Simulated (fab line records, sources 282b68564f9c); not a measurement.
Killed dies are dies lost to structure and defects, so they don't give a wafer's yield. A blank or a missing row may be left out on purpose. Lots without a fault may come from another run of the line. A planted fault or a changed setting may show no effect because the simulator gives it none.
fab line records | flow rit_cmos
record lots=6 wafers=18 last_day=7
route steps=202 shown FOX1@21 FOX2@23 NWELL@28
lots that met no fault: from a run of the same line without faults
start_h: hours from the record's first day to the start of the lot's first wafer shown | wait_h: hours since the lot's step before | " the same as in the row above | L1.1+2: a row that stands for several wafers | - no value, or no start given | * or withheld: withheld | < > ~ a bound
route shown NAME@n: a module of which the file shows steps, and the number in the route of the first | usual: mean/standard deviation of fault-free wafers | same: alike in all rows | chamber/n: place in a boat | sites: the reading at each site | _std_site: their standard deviation | _edge_site: outer sites' mean less inner sites' | radius_mm: how far each site lies from the wafer's centre | mask NAME#n: copy n | behind: the tool/chamber that last shaped the wafer | hold: why the lot was held/for how many hours/how that ended | device: the transistor (n, p or np) that didn't switch | end of line: the same wafers' tests at the end of the route | a step without rows: its recipe alone | killed: dies lost to structure and defects at the first sort, not the wafer's yield | map: a wafer's dies, x killed, . not, _ none there
set.NAME: the setting as run; set.NAME@STEP: as run at that earlier step | model.NAME: the simulator's own value behind a step, which no gauge read
lots at some steps of the route; a table a step, a row a wafer
## steps
# step RIT_FOX1_THK_MEAS_01
# recipe reads=SiO2_of_FOX1_OXIDATION_00
# usual FOX1_OXIDE_THK=348/6.7
# columns lot.wafer tool chamber start_h wait_h FOX1_OXIDE_THK[nm]
L452.4 film_metro-04 - 35.77 0.0 346
L452.5 " - " " 340
L452.6 " - " " 343
L454.1 film_metro-03 - 46.27 0.0 347
L454.2 " - " " 349
L454.6 " - " " 345
L455.1 film_metro-03 - 52.95 0.0 344
L455.3 " - " " 343
L455.6 " - " " 352
L467.1 film_metro-02 - 108.04 0.0 357
L467.2 " - " " 364
L467.5 " - " " 361
L469.3 film_metro-03 - 117.10 0.0 353
L469.4 " - " " 348
L469.6 " - " " 352
L470.1 film_metro-03 - 123.37 0.0 340
L470.2 " - " " 348
L470.3 " - " " 347
# step RIT_FOX1_WET_ETCH_02
# recipe chemistry=BOE target_depth_nm=350 time_s=390 temp_c=21.5 dry=n2_spin dilution=10:1 target=SiO2
# step RIT_FOX2_OXIDATION_00
# recipe temp_c=1100 ambient=H2O target_thk_a=3507 p_h2o_torr=720 ox_time_s=1130
# step RIT_FOX2_THK_MEAS_01
# recipe reads=SiO2_of_FOX2_OXIDATION_00
# usual FOX2_OXIDE_THK=350/6.3
# columns lot.wafer tool chamber start_h wait_h FOX2_OXIDE_THK[nm]
L452.4 film_metro-02 - 40.39 0.0 349
L452.5 " - " " 353
L452.6 " - " " 352
L454.1 film_metro-04 - 51.63 0.0 351
L454.2 " - " " 356
L454.6 " - " " 355
L455.1 film_metro-04 - 58.31 0.0 359
L455.3 " - " " 354
L455.6 " - " " 352
L467.1 film_metro-02 - 109.54 0.0 351
L467.2 " - " " 347
L467.5 " - " " 348
L469.3 film_metro-02 - 118.61 0.0 351
L469.4 " - " " 347
L469.6 " - " " 350
L470.1 film_metro-02 - 125.93 0.0 341
L470.2 " - " " 345
L470.3 " - " " 342
# step RIT_FOX2_CLEAN_02
# recipe chemistry=dHF dilution=50:1 time_s=180
# step RIT_FOX2_WET_ETCH_03
# recipe chemistry=H3PO4 target=Si3N4 target_depth_nm=195 temp_c=165 time_s=2700
# step RIT_FOX2_THK_MEAS_90
# recipe reads=SiO2_of_FOX2_OXIDATION_00
# usual FIELD_OXIDE_LEFT_1_THK=323/6.3
# columns lot.wafer tool chamber start_h wait_h FIELD_OXIDE_LEFT_1_THK[nm]
L452.4 film_metro-04 - 41.27 0.0 322
L452.5 " - " " 326
L452.6 " - " " 325
L454.1 film_metro-02 - 52.51 0.0 324
L454.2 " - " " 328
L454.6 " - " " 328
L455.1 film_metro-04 - 59.19 0.0 331
L455.3 " - " " 326
L455.6 " - " " 325
L467.1 film_metro-02 - 110.41 0.0 323
L467.2 " - " " 319
L467.5 " - " " 320
L469.3 film_metro-02 - 119.48 0.0 323
L469.4 " - " " 319
L469.6 " - " " 323
L470.1 film_metro-02 - 126.81 0.0 314
L470.2 " - " " 318
L470.3 " - " " 315
# step RIT_NWELL_HMDS_00
# recipe prime_time_s=60 prime_temp_c=140
# step RIT_NWELL_COAT_01
# recipe resist=NOVOLAK spin_rpm=2000 resist_thk_nm=1300
# step RIT_NWELL_SOFTBAKE_02
# recipe resist=NOVOLAK temp_c=90 time_s=60
# step RIT_NWELL_EXPOSE_03
# recipe mask_id=M2 na=0.57 target_cd_nm=43900 dose_mj=250
# step RIT_NWELL_PEB_04
# recipe resist=NOVOLAK temp_c=withheld time_s=withheld
# step RIT_NWELL_DEVELOP_05
# recipe resist=NOVOLAK develop_time_s=68 dev_temp_c=23
# usual chill_plate_temp_C=22.98/0.11 develop_time_s=68/0 developer_temp_C=22.99/0.11 resist_line_temp_C=23.00/0.11
# columns lot.wafer tool chamber start_h wait_h chill_plate_temp_C develop_time_s developer_temp_C resist_line_temp_C
L452.4 litho_track-04 0 42 - 23.02 68 22.95 22.95
L452.5 " 0 " " 23.14 68 22.97 23.02
L452.6 " 0 " " 23.20 68 22.88 22.93
L454.1 litho_track-04 - 53 - - - - -
L454.2 " - " " - - - -
L454.6 " - " " - - - -
L455.1 litho_track-02 - 60 - - - - -
L455.3 " - " " - - - -
L455.6 " - " " - - - -
L467.1 litho_track-04 0 111 - 23.01 68 23.07 23.00
L467.2 " 0 " " 22.91 68 22.96 22.91
L467.5 " 0 " " 22.93 68 22.94 22.87
L469.3 litho_track-02 0 120 - 23.15 68 23.02 23.10
L469.4 " 0 " " 23.06 68 22.98 22.97
L469.6 " 0 " " 23.13 68 23.02 22.97
L470.1 litho_track-03 0 127 - 22.66 68 22.82 22.91
L470.2 " 0 " " 22.84 68 22.97 23.18
L470.3 " 0 " " 22.80 68 23.10 22.90
# step RIT_NWELL_OVL_MEAS_06
# usual NWELL_OVL=0.5/1.3
# columns lot.wafer tool chamber start_h wait_h NWELL_OVL[nm]
L452.4 overlay-02 - 42.52 - -1.6
L452.5 " - " " -1.8
L452.6 " - " " -1.8
L454.1 overlay-01 - 53.57 - -
L454.2 " - " " -
L454.6 " - " " -
L455.1 overlay-01 - 60.25 - -
L455.3 " - " " -
L455.6 " - " " -
L467.1 overlay-01 - 111.48 - -1.6
L467.2 " - " " -0.8
L467.5 " - " " 1.0
L469.3 overlay-02 - 120.54 - 0.0
L469.4 " - " " -1.4
L469.6 " - " " -1.5
L470.1 overlay-02 - 127.88 - 0.3
L470.2 " - " " 0.9
L470.3 " - " " -1.3
## key
first_sign step=RIT_NWELL_DEVELOP_05 reading=tool_record direction=missing
effect none on later readings
met_at RIT_NWELL_DEVELOP_05
struck_wafers L454.1,L454.2,L454.6,L455.1,L455.3,L455.6
sort_left_out L454.1,L454.2,L454.6,L455.1,L455.3,L455.6
tester_left_out L454,L455
onset_between 42 53
fault kind=skipped_step_whole tool=litho_track-02,litho_track-04 chamber=- onset_h=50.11 steps=RIT_NWELL_DEVELOP_05 scope=struck_lots_only
# tester_left_out: of these lots the tester's yield and bins aren't shown, on N5 and GAA mostly nor the transistor test; their killed dies are dies lost to structure and defects alone, not to doping, threshold or leakage, so they don't give the yield
# sort_left_out: the simulated sort isn't trusted on such a fault, so these wafers' sort isn't shown, and their yield isn't known
